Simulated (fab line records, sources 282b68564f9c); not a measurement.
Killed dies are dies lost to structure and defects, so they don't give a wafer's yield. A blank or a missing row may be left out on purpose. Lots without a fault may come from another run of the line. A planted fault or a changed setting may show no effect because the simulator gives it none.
fab line records | flow rit_cmos
record lots=5 wafers=15 last_day=7
route steps=202 shown GATE@83 M1@202
lots that met no fault: from a run of the same line without faults
start_h: hours from the record's first day to the start of the lot's first wafer shown | wait_h: hours since the lot's step before | " the same as in the row above | L1.1+2: a row that stands for several wafers | - no value, or no start given | * or withheld: withheld | < > ~ a bound
route shown NAME@n: a module of which the file shows steps, and the number in the route of the first | usual: mean/standard deviation of fault-free wafers | same: alike in all rows | chamber/n: place in a boat | sites: the reading at each site | _std_site: their standard deviation | _edge_site: outer sites' mean less inner sites' | radius_mm: how far each site lies from the wafer's centre | mask NAME#n: copy n | behind: the tool/chamber that last shaped the wafer | hold: why the lot was held/for how many hours/how that ended | device: the transistor (n, p or np) that didn't switch | end of line: the same wafers' tests at the end of the route | a step without rows: its recipe alone | killed: dies lost to structure and defects at the first sort, not the wafer's yield | map: a wafer's dies, x killed, . not, _ none there
set.NAME: the setting as run; set.NAME@STEP: as run at that earlier step | model.NAME: the simulator's own value behind a step, which no gauge read
lots at some steps of the route; a table a step, a row a wafer
services: from which hour (start_h, from the record's first day; less than 0 if before it) a tool's chamber was out of use, for how many hours, and why
## steps
# step RIT_GATE_THK_MEAS_07
# recipe reads=SiO2_of_GATE_OXIDATION_05
# usual GATE_OXIDE_THK=3.01/0.062
# columns lot.wafer tool chamber start_h wait_h GATE_OXIDE_THK[nm]
L854.1 film_metro-02 - 52.81 0.0 3.03
L854.5 " - " " 2.93
L854.6 " - " " 2.94
L855.1 film_metro-03 - 64.41 0.0 3.00
L855.2 " - " " 3.06
L855.4 " - " " 3.07
L862.3 film_metro-01 - 110.11 0.0 3.07
L862.4 " - " " 2.96
L862.6 " - " " 2.95
L864.1 film_metro-01 - 122.05 0.0 3.08
L864.2 " - " " 3.14
L864.4 " - " " 3.09
L868.1 film_metro-02 - 126.22 0.0 3.06
L868.4 " - " " 3.06
L868.5 " - " " 3.00
# step RIT_GATE_CVD_08
# recipe material=poly-Si target_thk_nm=250 temp_c=610 precursor=SiH4 time_s=2220 pressure_mtorr=314.8 sih4_flow_sccm=100
# step RIT_GATE_THK_MEAS_09
# recipe reads=poly-Si_of_GATE_CVD_08
# usual GATE_POLY_THK=256.3/2.4
# columns lot.wafer tool chamber start_h wait_h GATE_POLY_THK[nm]
L854.1 film_metro-03 - 55.30 0.0 259.6
L854.5 " - " " 260.7
L854.6 " - " " 261.5
L855.1 film_metro-02 - 66.08 0.0 257.2
L855.2 " - " " 259.0
L855.4 " - " " 255.5
L862.3 film_metro-03 - 111.79 0.0 258.9
L862.4 " - " " 259.0
L862.6 " - " " 258.7
L864.1 film_metro-01 - 123.72 0.0 254.9
L864.2 " - " " 257.8
L864.4 " - " " 258.5
L868.1 film_metro-02 - 131.18 0.0 256.9
L868.4 " - " " 256.0
L868.5 " - " " 255.1
# step RIT_GATE_HMDS_10
# recipe prime_time_s=60 prime_temp_c=140
# step RIT_GATE_COAT_11
# recipe resist=NOVOLAK spin_rpm=4250 resist_thk_nm=850
# step RIT_GATE_SOFTBAKE_12
# recipe resist=NOVOLAK temp_c=90 time_s=60
# step RIT_GATE_EXPOSE_13
# recipe mask_id=M6 na=0.6 source_shape=conventional sigma_outer=0.6 target_cd_nm=150 dose_mj=380
# step RIT_GATE_PEB_14
# recipe resist=NOVOLAK temp_c=withheld time_s=withheld
# step RIT_GATE_DEVELOP_15
# recipe resist=NOVOLAK develop_time_s=52.04 dev_temp_c=23
# step RIT_GATE_CD_MEAS_16
# recipe target_cd_nm=150
# usual cd_nm=149.9/2.2
# columns lot.wafer tool chamber start_h wait_h cd_nm
L854.1 cd_sem-02 - 56.21 - 151.0
L854.5 " - " " 150.8
L854.6 " - " " 150.2
L855.1 cd_sem-02 - 67.12 - 152.2
L855.2 " - " " 150.3
L855.4 " - " " 150.4
L862.3 cd_sem-02 - 113.14 - 149.5
L862.4 " - " " 149.0
L862.6 " - " " 148.2
L864.1 cd_sem-01 - 125.13 - 150.1
L864.2 " - " " 149.8
L864.4 " - " " 148.8
L868.1 cd_sem-01 - 132.38 - 151.5
L868.4 " - " " 151.3
L868.5 " - " " 151.9
# step RIT_GATE_OVL_MEAS_17
# usual GATE_OVL=0.8/1.4
# columns lot.wafer tool chamber start_h wait_h GATE_OVL[nm]
L854.1 overlay-02 - 56.33 0.1 0.1
L854.5 " - " " 1.3
L854.6 " - " " 0.2
L855.1 overlay-02 - 67.24 0.1 1.6
L855.2 " - " " 1.2
L855.4 " - " " 0.3
L862.3 overlay-01 - 113.23 0.1 1.9
L862.4 " - " " 2.1
L862.6 " - " " 2.2
L864.1 overlay-02 - 125.25 0.1 1.3
L864.2 " - " " 0.9
L864.4 " - " " 2.7
L868.1 overlay-02 - 132.50 0.1 1.0
L868.4 " - " " 1.1
L868.5 " - " " -0.7
# step RIT_GATE_HARDBAKE_18
# recipe resist=NOVOLAK temp_c=140 time_s=60
# step RIT_GATE_ETCH_19
# recipe chemistry=SF6/CHF3/O2 time_s=165 SF6_flow_sccm=30 CHF3_flow_sccm=30 O2_flow_sccm=5 target=poly-Si pressure_mtorr=40 rf_w=160 target_depth_a=3125 over_etch_frac=0.25 stop_on=SiO2
# usual drypump_motor_current_A=5.3/0.31 oes_product_au=0.870/0.016 run_length_s=193.4/0.54 throttle_valve_pct=10.19/0.13
# columns lot.wafer tool chamber start_h wait_h drypump_motor_current_A oes_product_au rf_hours_counter_h run_length_s throttle_valve_pct model.NOVOLAK_of_GATE_COAT_11.thk_nm
L854.1 rie_si-02 1 56.52 0.1 4.9 0.870 135 194.8 10.38 667.1
L854.5 " 3 " " 5.7 0.892 - 193.8 10.15 670.1
L854.6 " 0 " " 5.5 0.880 - 193.8 10.12 670
L855.1 rie_si-01 2 67.42 0.1 5.1 0.890 143 193.4 10.25 669.7
L855.2 " 0 " " 5.5 0.856 41 192.7 10.40 670.1
L855.4 " 3 " " 4.9 0.887 46 193.5 10.09 671.8
L862.3 rie_si-02 1 113.41 0.1 4.9 0.864 135 194.5 10.37 667.6
L862.4 " 2 " " 5.7 0.724 27 238.7 10.08 646.4
L862.6 " 1 " " 4.9 0.867 - 194.3 10.35 669
L864.1 rie_si-01 1 125.43 0.1 5.2 0.852 68 193.6 10.04 670.1
L864.2 " 2 " " 5.1 0.883 143 193.9 10.24 671.8
L864.4 " 3 " " 4.9 0.889 47 193.7 10.09 673
L868.1 rie_si-01 0 132.68 0.1 5.4 0.860 42 192.6 10.41 672
L868.4 " 3 " " 4.9 0.895 47 193.1 10.08 672
L868.5 " 2 " " 5.1 0.880 - 193.3 10.25 672.1
# step RIT_GATE_STRIP_20
# recipe chemistry=O2 time_s=180 resist=NOVOLAK platen_temp_c=withheld power_w=500 pressure_mtorr=4000 o2_flow_sccm=4000
# usual drypump_motor_current_A=5.8/0.7
# same time_s=180
# columns lot.wafer tool chamber start_h wait_h drypump_motor_current_A rf_hours_counter_h
L854.1 plasma_asher-01 0 56.62 0.1 5.5 43
L854.5 " 0 " " 5.5 -
L854.6 " 1 " " 5.3 -
L855.1 plasma_asher-01 1 67.53 0.1 5.3 44
L855.2 " 0 " " 5.5 44
L855.4 " 0 " " 5.4 -
L862.3 plasma_asher-03 1 113.58 0.1 4.8 -
L862.4 " 0 " " 6.4 -
L862.6 " 0 " " 6.4 -
L864.1 plasma_asher-01 0 125.54 0.1 5.5 1
L864.2 " 1 " " 5.3 1
L864.4 " 0 " " 5.5 -
L868.1 plasma_asher-03 0 132.79 0.1 6.4 33
L868.4 " 0 " " 6.4 -
L868.5 " 0 " " 6.4 -
# step RIT_M1_PROBE_99
# usual killed_at_contacts=0.1/0.29 killed_at_front_end=7/3.1 killed_dies=7/3.1 killed_on_rim=1.8/1.3 killed_open=3.4/1.9 killed_short=3.6/2.1
# same gross_dies=264 killed_at_M0_to_M3=0 killed_at_M4_up=0 killed_at_back_side=0 killed_at_other=0
# columns lot.wafer tool chamber start_h wait_h killed_at_contacts killed_at_front_end killed_dies killed_on_rim killed_open killed_short
L854.1 prober-02 - 79.85 0.1 0 8 8 0 2 6
L854.5 prober-02 - 80.05 0.2 1 10 11 2 4 7
L854.6 prober-02 - 80.10 0.2 0 12 12 2 8 4
L855.1 prober-01 - 90.33 0.1 1 8 9 2 2 7
L855.2 prober-01 - 90.38 0.1 0 6 6 1 3 3
L855.4 prober-01 - 90.48 0.2 0 5 5 2 2 3
L862.3 prober-01 - 144.01 0.2 0 10 10 3 7 3
L862.6 prober-01 - 144.16 0.2 1 15 16 2 5 11
L864.1 prober-01 - 149.16 0.1 1 7 8 2 6 2
L864.2 prober-01 - 149.21 0.1 0 7 7 4 4 2
L864.4 prober-01 - 149.31 0.2 0 10 10 4 4 6
L868.1 prober-01 - 156.90 0.1 0 8 8 1 4 4
L868.4 prober-01 - 157.05 0.2 0 11 11 6 5 6
L868.5 prober-01 - 157.10 0.2 0 12 12 5 7 5
# killed by level:class
L854.1 GATE:geometric_particle:short=3 SILICIDE:geometric_particle:short=3 REOX:geometric_particle:open=2
L854.5 SPACER:geometric_particle:short=3 GATE:geometric_particle:short=2 FOX1:geometric_particle:short=1 FOX1:geometric_particle:open=1 GATE:geometric_particle:open=1 REOX:geometric_particle:open=1 SPACER:geometric_particle:open=1 CONTACT:geometric_particle:short=1
L854.6 SILICIDE:geometric_particle:open=3 FOX1:geometric_particle:open=2 GATE:geometric_particle:short=2 SPACER:geometric_particle:open=2 SILICIDE:geometric_particle:short=2 REOX:geometric_particle:open=1
L855.1 GATE:geometric_particle:short=3 SILICIDE:geometric_particle:short=2 FOX1:geometric_particle:open=1 FOX1:geometric_particle:short=1 GATE:geometric_particle:open=1 CONTACT:geometric_particle:short=1
L855.2 GATE:geometric_particle:open=1 GATE:geometric_particle:short=1 REOX:geometric_particle:short=1 SPACER:geometric_particle:open=1 SPACER:geometric_particle:short=1 SILICIDE:geometric_particle:open=1
L855.4 FOX2:geometric_particle:open=2 GATE:geometric_particle:short=1 SPACER:geometric_particle:short=1 SILICIDE:geometric_particle:short=1
L862.3 GATE:geometric_particle:short=3 REOX:geometric_particle:open=2 SPACER:geometric_particle:open=2 FOX2:geometric_particle:open=1 GATE:geometric_particle:open=1 SILICIDE:geometric_particle:open=1
L862.6 FOX2:geometric_particle:short=5 REOX:geometric_particle:short=2 FOX1:geometric_particle:short=1 FOX2:geometric_particle:open=1 GATE:geometric_particle:open=1 GATE:geometric_particle:short=1 REOX:geometric_particle:open=1 SPACER:geometric_particle:open=1
L864.1 FOX1:geometric_particle:open=2 SPACER:geometric_particle:open=2 FOX2:geometric_particle:open=1 SPACER:geometric_particle:short=1 SILICIDE:geometric_particle:open=1 CONTACT:geometric_particle:short=1
L864.2 REOX:geometric_particle:open=2 FOX2:geometric_particle:short=1 GATE:geometric_particle:short=1 SPACER:geometric_particle:open=1 SILICIDE:geometric_particle:open=1 NRETRO:coat_microbubble_printed=1
L864.4 GATE:geometric_particle:short=3 FOX2:geometric_particle:short=2 FOX2:geometric_particle:open=1 GATE:geometric_particle:open=1 REOX:geometric_particle:open=1 SPACER:geometric_particle:short=1 SPACER:geometric_particle:open=1
L868.1 GATE:geometric_particle:short=2 REOX:geometric_particle:open=2 FOX1:geometric_particle:short=1 FOX1:geometric_particle:open=1 SPACER:geometric_particle:short=1 SPACER:geometric_particle:open=1
L868.4 GATE:geometric_particle:open=3 FOX1:geometric_particle:short=2 SPACER:geometric_particle:short=2 FOX2:geometric_particle:short=1 FOX2:geometric_particle:open=1 GATE:geometric_particle:short=1 SPACER:geometric_particle:open=1
L868.5 SPACER:geometric_particle:open=4 FOX1:geometric_particle:short=2 GATE:geometric_particle:open=1 GATE:geometric_particle:short=1 REOX:geometric_particle:open=1 REOX:geometric_particle:short=1 SPACER:geometric_particle:short=1 SILICIDE:geometric_particle:open=1
## services
# columns tool chamber start_h hours kind
rie_si-02 0 73.21 3.7 repair
rie_si-02 0 82.46 1.1 repair
plasma_asher-01 - 108.75 9.0 pm
plasma_asher-01 0 108.75 9.0 vent_cycle
plasma_asher-01 1 108.75 9.0 vent_cycle
plasma_asher-01 0 117.75 - clean
plasma_asher-01 1 117.75 - clean
## key
first_sign step=RIT_GATE_ETCH_19 reading=run_length_s direction=up sigmas=84 usual=* struck=*
effect step=RIT_GATE_ETCH_19 reading=oes_product_au direction=down sigmas=8.9 usual=0.870 struck=0.724
model_effect step=RIT_GATE_ETCH_19 value=NOVOLAK_of_GATE_COAT_11.thk_nm without=670.2 struck=646.4
met_at RIT_GATE_ETCH_19
struck_wafers L862.4
rows_end L862.4
fault kind=process_parameter_drift tool=rie_si-02 chamber=2 onset_h=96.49 steps=RIT_GATE_ETCH_19 channel=time_s offset=* shape=step end_h=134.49 stated=*
# rows_end: these wafers met a further fault down the route, and their rows from its step on are left out
